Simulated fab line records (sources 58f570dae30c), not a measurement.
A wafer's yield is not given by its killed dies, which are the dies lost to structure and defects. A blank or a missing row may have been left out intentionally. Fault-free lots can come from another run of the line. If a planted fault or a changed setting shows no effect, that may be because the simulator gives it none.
Code-filled problem report in 8D (eight disciplines) form || flow berkeley-cmos170 || the parts of the form that need people (team, actions taken, sign-off) are left out

1. WHAT WENT WRONG
Across 6 wafers from 2 lots, PSD_RS at UCB170_SDANNEAL_RS_MEAS_02 averages 84.25 ohm/sq, while fault-free wafers read 75.44 ohm/sq with a standard deviation of 0.27. That puts it +33 standard deviations away from the usual mean.
The step: measures by four-point-probe.
First observed at day 10 08:40: wafer L164.1, on film-metro-04. Wafers with a number at this step in the record: 42, from 14 lots. Rule for "out", or "out of limits": more than 4 standard deviations from the usual mean. Any other wafer with a number is counted as sound.

2. WHAT IT IS AND WHAT IT IS NOT
{"question": "which readings at this step", "is": "PSD_RS", "is not": "-"}
{"question": "which lots", "is": "L164, L165", "is not": "L151, L152, L153, L154, L155, L158, L166, L167, L168, L169, L171, L173"}
{"question": "which wafers of those lots", "is": "all that have a number", "is not": "-"}
{"question": "read on which gauges", "is": "film-metro-04", "is not": "film-metro-01, film-metro-02"}
{"question": "when", "is": "from day 10 08:40", "is not": "up to then (18 sound wafers); but 18 sound wafers of L166, L167, L168, L169, L171, L173 came after"}

3. SUSPECTS, AND WHAT RULES EACH OUT
Counting: any tool at a process step up to the reading is kept as a suspect provided that every lot that is out went through it and no sound lot did after the first of them.
- the gauge at UCB170_SDANNEAL_RS_MEAS_02: kept. All the wafers that are out were read on film-metro-04, and no step on other tools shows them out.
- rtp-anneal-02 at UCB170_SDANNEAL_RTA_01 (time 5 s): kept. Every lot that is out went through it, starting with L164 (day 10 08:36), and after that it ran no sound lot; the last sound lot it ran before then is L155 (day 8 13:06).
Remaining after the count are rtp-anneal-02 at UCB170_SDANNEAL_RTA_01 and film-metro-04 at UCB170_SDANNEAL_RS_MEAS_02.

4. THE CAUSE (what the simulator had put in)
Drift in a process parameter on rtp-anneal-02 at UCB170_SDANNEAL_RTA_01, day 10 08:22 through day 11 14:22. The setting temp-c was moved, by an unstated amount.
This tool is one of the 2 suspects left after counting.

5. SEQUENCE OF EFFECTS, ordered by route
One row per reading whose mean, taken over the struck wafers that have a number, lies over 3 standard deviations from the usual. Readings are gone through only where the record gives a usual standard deviation; hours: the median, over the lots, of the time from a lot's start at the first step in this table giving one to that lot's start at this step; sigmas: the change measured in usual standard deviations.
{"hours": 0, "step": "UCB170_SDANNEAL_RS_MEAS_02", "reading": "PSD_RS", "usual": "75.44 ohm/sq", "on struck wafers": 84.25, "change": "+8.81", "sigmas": "+33"}
{"hours": 0, "step": "UCB170_SDANNEAL_RS_MEAS_03", "reading": "NSD_RS", "usual": "37.33 ohm/sq", "on struck wafers": 38.56, "change": "+1.23", "sigmas": "+16"}

6. HOW IT WOULD HAVE BEEN CAUGHT EARLIER
0 hours passed between the start of the fault at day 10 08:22 and the first reading out of limits at a measuring or inspecting step in this record, taken at day 10 08:40.
No tool reading at UCB170_SDANNEAL_RTA_01 that has a usual standard deviation in the record was out on any struck wafer, so an alarm limit of 4 standard deviations on those readings would not have fired.
Among the 2 lots that are out, L165 began UCB170_SDANNEAL_RTA_01 on rtp-anneal-02 after day 10 08:40. Had the tool been put on hold then, it would have been spared.
